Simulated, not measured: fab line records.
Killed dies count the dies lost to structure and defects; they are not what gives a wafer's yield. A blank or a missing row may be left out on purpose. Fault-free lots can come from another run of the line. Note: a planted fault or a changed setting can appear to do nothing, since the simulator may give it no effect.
The tool behind it: which one? + flow rit cmos + Sampling: 14 lots, 42 wafers, 5 of 202 route steps

== WHAT THE GAUGES SHOWED, per wafer ==
RIT_ACTIVE_THK_MEAS_02.
| lot  | measured    | on            | ACTIVE_OXIDE_THK (nm)         |
|------|-------------|---------------|-------------------------------|
| L135 | day 1 18:09 | film metro-03 | 47.4 48.0 47.4                |
| L136 | day 1 22:50 | film metro-01 | 48.4 48.7 48.4                |
| L137 | day 2 03:19 | film metro-02 | 46.7 46.3 46.8                |
| L138 | day 2 08:50 | film metro-01 | 46.4 46.0 47.2                |
| L139 | day 2 13:04 | film metro-02 | 47.2 47.9 46.2                |
| L140 | day 2 19:50 | film metro-02 | 45.2 44.7 45.4                |
| L141 | day 2 23:03 | film metro-02 | 46.2 46.0 46.0                |
| L142 | day 3 04:57 | film metro-02 | 48.2 47.9 48.4                |
| L143 | day 3 12:01 | film metro-01 | 45.8 46.2 45.7                |
| L144 | day 3 15:02 | film metro-01 | 46.1 46.6 46.2                |
| L147 | day 4 05:03 | film metro-03 | 72.0 71.6 72.3 71.9 71.7 72.3 |
| L150 | day 4 21:00 | film metro-03 | 69.6 70.4 69.8 69.5 70.4 69.8 |
| L155 | day 5 23:11 | film metro-02 | 45.3 45.8 45.1                |
| L156 | day 6 02:24 | film metro-03 | 45.1 44.7 45.9                |

RIT_FOX1_THK_MEAS_01.
| lot  | measured    | on            | FOX1_OXIDE_THK (nm) |
|------|-------------|---------------|---------------------|
| L135 | day 1 22:55 | film metro-01 | 355 352 352         |
| L136 | day 2 05:32 | film metro-01 | 352 355 357         |
| L137 | day 2 08:21 | film metro-01 | 339 341 345         |
| L138 | day 2 14:50 | film metro-03 | 357 354 360         |
| L139 | day 2 19:47 | film metro-01 | 352 355 354         |
| L140 | day 3 00:55 | film metro-04 | 342 346 342         |
| L141 | day 3 05:15 | film metro-03 | 346 347 355         |
| L142 | day 3 13:07 | film metro-04 | 341 347 343         |
| L143 | day 3 16:54 | film metro-04 | 355 358 355         |
| L144 | day 3 20:45 | film metro-04 | 346 350 350         |
| L147 | day 4 11:41 | film metro-04 | 344 343 346         |
| L150 | day 5 08:05 | film metro-04 | 354 355 355         |
| L155 | day 6 03:57 | film metro-01 | 356 352 354         |
| L156 | day 6 11:11 | film metro-04 | 356 353 350         |

RIT_NRETRO_TW_MEAS_10.
| lot  | measured    | on            | NRETRO_TW      |
|------|-------------|---------------|----------------|
| L135 | day 2 11:46 | film metro-02 | 1034 1038 1037 |
| L136 | day 2 18:04 | film metro-01 | 1053 1044 1054 |
| L137 | day 2 21:52 | film metro-02 | 1040 1039 1042 |
| L138 | day 3 04:52 | film metro-01 | 1051 1051 1047 |
| L139 | day 3 09:29 | film metro-01 | 1051 1047 1049 |
| L140 | day 3 13:41 | film metro-01 | 1053 1054 1050 |
| L141 | day 3 18:49 | film metro-03 | 1062 1067 1068 |
| L142 | day 4 01:55 | film metro-03 | 1056 1053 1054 |
| L143 | day 4 06:22 | film metro-02 | 1036 1042 1035 |
| L144 | day 4 11:26 | film metro-02 | 1038 1035 1042 |
| L147 | day 5 01:44 | film metro-03 | 1062 1067 1067 |
| L150 | day 5 21:38 | film metro-03 | 1069 1066 1069 |
| L155 | day 6 20:05 | film metro-03 | 1054 1053 1058 |
| L156 | day 7 01:59 | film metro-02 | 1032 1026 1032 |

== WHAT TOOL EACH LOT RAN ON (gives the tool, then ch and the chambers of the sampled wafers, and finally the start) ==
| lot  | RIT_ACTIVE_OXIDATION_01      | RIT_ACTIVE_STRIP_14                 |
|------|------------------------------|-------------------------------------|
| L135 | furnace-03 ch 0, day 1 16:13 | plasma asher-01 ch 0,1, day 1 20:56 |
| L136 | furnace-03 ch 0, day 1 20:53 | plasma asher-03 ch 0,1, day 2 01:45 |
| L137 | furnace-03 ch 0, day 2 01:23 | plasma asher-03 ch 0,1, day 2 06:06 |
| L138 | furnace-01 ch 0, day 2 06:54 | plasma asher-04 ch 0,1, day 2 12:49 |
| L139 | furnace-03 ch 0, day 2 11:07 | plasma asher-03 ch 0,1, day 2 15:50 |
| L140 | furnace-04 ch 0, day 2 17:54 | plasma asher-01 ch 0,1, day 2 22:55 |
| L141 | furnace-01 ch 0, day 2 21:07 | plasma asher-04 ch 0,1, day 3 02:12 |
| L142 | furnace-03 ch 0, day 3 03:00 | plasma asher-01 ch 0,1, day 3 07:47 |
| L143 | furnace-04 ch 0, day 3 10:04 | plasma asher-01 ch 0,1, day 3 14:55 |
| L144 | furnace-01 ch 0, day 3 13:06 | plasma asher-04 ch 0,1, day 3 18:24 |
| L147 | furnace-03 ch 0, day 4 03:07 | plasma asher-04 ch 0,1, day 4 09:40 |
| L150 | furnace-03 ch 0, day 4 19:04 | plasma asher-04 ch 0,1, day 5 01:53 |
| L155 | furnace-04 ch 0, day 5 21:13 | plasma asher-04 ch 0,1, day 6 02:00 |
| L156 | furnace-04 ch 0, day 6 00:28 | plasma asher-03 ch 0,1, day 6 06:13 |
- RIT_ACTIVE_OXIDATION_01: target thk 46.8 nm, ox time 3360 s.
- RIT_ACTIVE_STRIP_14: strips in O2, time 180 s.

== AS READ BY THE TOOLS THEMSELVES (means over the sampled wafers that have a number; for cases with no such wafer, the mark the record gives instead) ==
RIT_ACTIVE_STRIP_14.
| lot  | tool            | drypump motor current A (A) |
|------|-----------------|-----------------------------|
| L135 | plasma asher-01 | 5.6                         |
| L136 | plasma asher-03 | 5.9                         |
| L137 | plasma asher-03 | 5.9                         |
| L138 | plasma asher-04 | 6.5                         |
| L139 | plasma asher-03 | 5.9                         |
| L140 | plasma asher-01 | 5.7                         |
| L141 | plasma asher-04 | 6.4                         |
| L142 | plasma asher-01 | 5.6                         |
| L143 | plasma asher-01 | 5.7                         |
| L144 | plasma asher-04 | 6.4                         |
| L147 | plasma asher-04 | 6.6                         |
| L150 | plasma asher-04 | 6.4                         |
| L155 | plasma asher-04 | 6.4                         |
| L156 | plasma asher-03 | 5.9                         |

== THE ANSWER, worked out from the rows above alone ==
Rule: usual is defined by the lots themselves. Put in order of their means at a reading, lots are off if they are a third of the lots or fewer, leave a main group of 4 or more, and stand apart from it by a gap of 3 or more times the standard deviation of the main group's means; of several such gaps the widest counts. If all means in a main group match to the digits the tables above print for the reading, that group is not used. A lot without any number at a reading at which 4 lots or more have one is off too. Where the step has rows for the other lots, those lots are counted as sound. First the gauges in route order, then the tools' own readings, where a lot's mean is used as printed above. The first step at which some lot is off is used, and at that step the reading that is off furthest; a lot without a number counts as furthest.
Off: at RIT_ACTIVE_THK_MEAS_02 (ACTIVE_OXIDE_THK), L147, L150. The main group: mean 46.5 nm, standard deviation 1.1.
If a tool, at a process step before that reading, ran all the lots that are off and no sound lot after the first of them, it fits. The gauges at RIT_ACTIVE_THK_MEAS_02 are tried like those tools. One candidate fits, namely furnace-03 at RIT_ACTIVE_OXIDATION_01. A fault onset in the window from L142 (day 3 03:00, its last sound lot) to L147 (day 4 03:07, its first lot off) fits.

== WHAT HAD BEEN PUT IN BY THE SIMULATOR ==
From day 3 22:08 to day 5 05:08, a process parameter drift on furnace-03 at RIT_ACTIVE_OXIDATION_01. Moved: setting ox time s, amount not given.
Struck lots among those shown: L147, L150. Same finding as the rule above.
